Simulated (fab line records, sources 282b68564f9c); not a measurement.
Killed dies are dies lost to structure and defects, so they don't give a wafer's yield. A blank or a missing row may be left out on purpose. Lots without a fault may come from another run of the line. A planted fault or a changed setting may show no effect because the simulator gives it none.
Problem report in the 8D (eight disciplines) form, filled by code | flow rit_cmos | the parts of the form that need people (team, actions taken, sign-off) are left out

1. THE PROBLEM
run_length_s at RIT_SPACER_ETCHBACK_05 reads a mean of 318.2 s on 1 wafer of 1 lot; wafers without a fault read 268.1 s with a standard deviation of 0.57. That is +88 standard deviations from the usual mean.
The step: etches Si3N4 in SF6/CHF3, stops on SiO2, target depth 250 nm, time 240 s.
First seen on wafer L401.1, day 5 09:10, on rie_diel-01. The record holds 15 wafers of 5 lots with a number at this step. Rule for "out", or "out of limits": more than 4 standard deviations from the usual mean. The other wafers with a number count as sound.

2. WHAT IT IS AND WHAT IT IS NOT
question                    | is                           | is not
which readings at this step | run_length_s, oes_product_au | drypump_motor_current_A, throttle_valve_pct
which lots                  | L401                         | L390, L395, L409, L411
which wafers of those lots  | L401.1                       | L401.3, L401.6
read on which tools         | rie_diel-01                  | rie_diel-03, rie_diel-04
when                        | from day 5 09:10             | up to then (8 sound wafers); but 6 sound wafers of L409, L411 came after

3. SUSPECTS, AND WHAT RULES EACH OUT
Counting: a tool at a process step up to the reading stays a suspect if it ran every lot that is out. Sound lots after the first of them don't rule it out here, since some wafers of a struck lot are sound.
- plasma_asher-04 at RIT_PLDD_STRIP_09 (strips in O2, time 180 s): kept. It ran the lot that is out, L401 (day 5 06:35); its last sound lot up to then is L395 (day 4 02:41).
- rie_diel-01 at RIT_SPACER_ETCHBACK_05 (etches Si3N4 in SF6/CHF3, stops on SiO2, target depth 250 nm, time 240 s): kept. It ran the lot that is out, L401 (day 5 09:10); its last sound lot up to then is L395 (day 4 05:17). Its own readings are out on those wafers: oes_product_au, run_length_s.
- Within plasma_asher-04 at RIT_PLDD_STRIP_09: the wafers that are out ran in chamber 0; their sound lot-mates ran in chamber 1.
- Within rie_diel-01 at RIT_SPACER_ETCHBACK_05: the wafers that are out ran in chamber 1; their sound lot-mates ran in chamber 0.
Left after counting: plasma_asher-04 at RIT_PLDD_STRIP_09, rie_diel-01 at RIT_SPACER_ETCHBACK_05.

4. THE CAUSE (what the simulator had put in)
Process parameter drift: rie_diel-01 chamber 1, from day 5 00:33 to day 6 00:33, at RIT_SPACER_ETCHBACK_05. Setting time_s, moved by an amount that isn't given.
Counting left 2 suspects, and this tool is among them.

5. THE CHAIN OF EFFECTS, in route order
Each row: a reading whose mean over the struck wafers that have a number lies more than 3 standard deviations from the usual. Only readings for which the record gives a usual standard deviation are gone through. hours: the time from each lot's start at the first step in this table that gives one to its start at this step, as a median over the lots. sigmas: the change in usual standard deviations.
hours | step                   | reading        | usual      | on struck wafers | change | sigmas
0     | RIT_SPACER_ETCHBACK_05 | oes_product_au | 0.844 a.u. | 0.745            | -0.099 | -6.2
0     | RIT_SPACER_ETCHBACK_05 | run_length_s   | 268.1 s    | 318.2            | +50.1  | +88
The process steps in it:
- RIT_SPACER_ETCHBACK_05: etches Si3N4 in SF6/CHF3, stops on SiO2, target depth 250 nm, time 240 s.
Later measuring or inspecting steps at which every struck wafer that the step has a row for has a number for every such reading, and none has moved that far: RIT_NSD_OVL_MEAS_06, RIT_NSD_TW_MEAS_10, RIT_PSD_OVL_MEAS_06, RIT_PSD_TW_MEAS_10, RIT_SDANNEAL_RS_MEAS_04, RIT_SDANNEAL_RS_MEAS_05, RIT_SDANNEAL_RS_MEAS_06.

6. WHAT WOULD HAVE CAUGHT IT SOONER
In this record the first reading out of limits was taken at day 5 09:10, 9 hours after the fault began at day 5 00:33.
